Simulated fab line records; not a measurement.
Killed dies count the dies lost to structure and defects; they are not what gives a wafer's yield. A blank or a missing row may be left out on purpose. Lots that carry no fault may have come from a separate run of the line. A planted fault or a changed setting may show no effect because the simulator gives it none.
Comparing a struck lot with a sound one ; flow berkeley_cmos170 ; 17 out of 331 route steps
Sound: wafers L603.1, L603.2, L603.6. Wafers struck: L604.1, L604.2, L604.4. The cause comes at the end.
Order at every step that has rows: each side's tool, ch and its chambers, its first start. Under that, the readings that differ: sound wafers ; struck wafers ; difference of the means ; sigmas: that difference in standard deviations of wafers without a fault.
alike: a reading whose means differ by less than 2 such deviations, as well as words and numbers matching on both sides. not compared: withheld readings; readings where some wafer has no value; bounds like >300 that might hide an equal value; numbers whose values overlap and for which the record gives no deviation.
A row with sigmas, a row that says differs or no value, or rows on one side alone: a step with any of these is where the two part. Non-overlapping numbers with no deviation appear without sigmas and do not part them. A reading that every wafer of one side lacks parts them only if that side has two wafers or more.

first, 1 step without rows for these wafers: UCB170_CONTACT_CLEAN_20 (cleans in SPM, time 600 s).
UCB170_M1_SPUTTER_00: material Al, target thk 600 nm, time 80 s.
  sound: pvd_sputter-04 at day 8 03:38; struck: pvd_sputter-01 at day 8 12:50
  alike: throttle_valve_pct
UCB170_M1_RS_MEAS_01: measures by four-point-probe.
  sound: film_metro-02 at day 8 03:43; struck: film_metro-02 at day 8 12:54
  alike: M1_AL_RS
UCB170_M1_THK_MEAS_02: measures by xrf.
  sound: film_metro-02 at day 8 03:50; struck: film_metro-02 at day 8 13:01
  alike: M1_AL_THK
then, 6 steps without rows for these wafers: UCB170_M1_COAT_03; UCB170_M1_COAT_04 (resist thk 900 nm); UCB170_M1_SOFTBAKE_05 (time 60 s); UCB170_M1_EXPOSE_06 (exposes mask METAL1, target cd 700 nm); UCB170_M1_PEB_07; UCB170_M1_DEVELOP_08 (develop time 45 s).
UCB170_M1_CD_MEAS_09: target cd 700 nm.
  sound: cd_sem-01 at day 8 04:44; struck: cd_sem-02 at day 8 14:25
  alike: cd_nm
UCB170_M1_OVL_MEAS_10:
  sound: overlay-01 at day 8 04:52; struck: overlay-01 at day 8 14:32
reading;sound;struck;difference;sigmas
M1_OVL (nm);-2 -5 -8;3 19 10;+16;+3
UCB170_M1_ETCH_11: etches BARC in N2/H2.
  sound on rie_diel-02 ch 0,1, day 8 04:54; struck on rie_diel-04 ch 0,2,3, day 8 14:35
  no value came back on the struck wafers for any of 5 readings (bias_w (W), chamber_pressure_mTorr (mTorr) and others); on the sound wafers bias_w (W) reads 100.29 99.58 99.57
UCB170_M1_METAL_ETCH_12: etches Al in Cl2/BCl3, stops on PSG, target depth 780 nm, time 130 s.
  sound on rie_metal-04 ch 0,1, day 8 04:56; struck on rie_metal-01 ch 0,1, day 8 14:37
reading;sound;struck;difference;sigmas
oes_product_au (a.u.);0.884 0.846 0.877;0.381 0.385 0.390;-0.484;-35
  alike: bcl3_flow_sccm, bias_w, drypump_motor_current_A, throttle_valve_pct
  not compared: rf_hours_counter_h
UCB170_M1_STRIP_13: strips in O2.
  sound on plasma_asher-01 ch 0,1, day 8 05:04; struck on plasma_asher-01 ch 0,1, day 8 14:45
  alike: drypump_motor_current_A, oes_product_au
  not compared: rf_hours_counter_h
UCB170_M1_CD_MEAS_90: target cd 700 nm.
  sound: cd_sem-02 at day 8 05:10; struck: cd_sem-02 at day 8 14:51
reading;sound;struck;difference;sigmas
cd_nm (nm);700.1 700.7 702.9;- - -;no value on the struck wafers;
then, 1 step without rows for these wafers: UCB170_M1_ANNEAL_14 (time 1200 s).

== WHERE THEY PART ==
Last at UCB170_M1_CD_MEAS_90 as far as this record goes, first at UCB170_M1_OVL_MEAS_10.

WHY: whatever the simulator had introduced
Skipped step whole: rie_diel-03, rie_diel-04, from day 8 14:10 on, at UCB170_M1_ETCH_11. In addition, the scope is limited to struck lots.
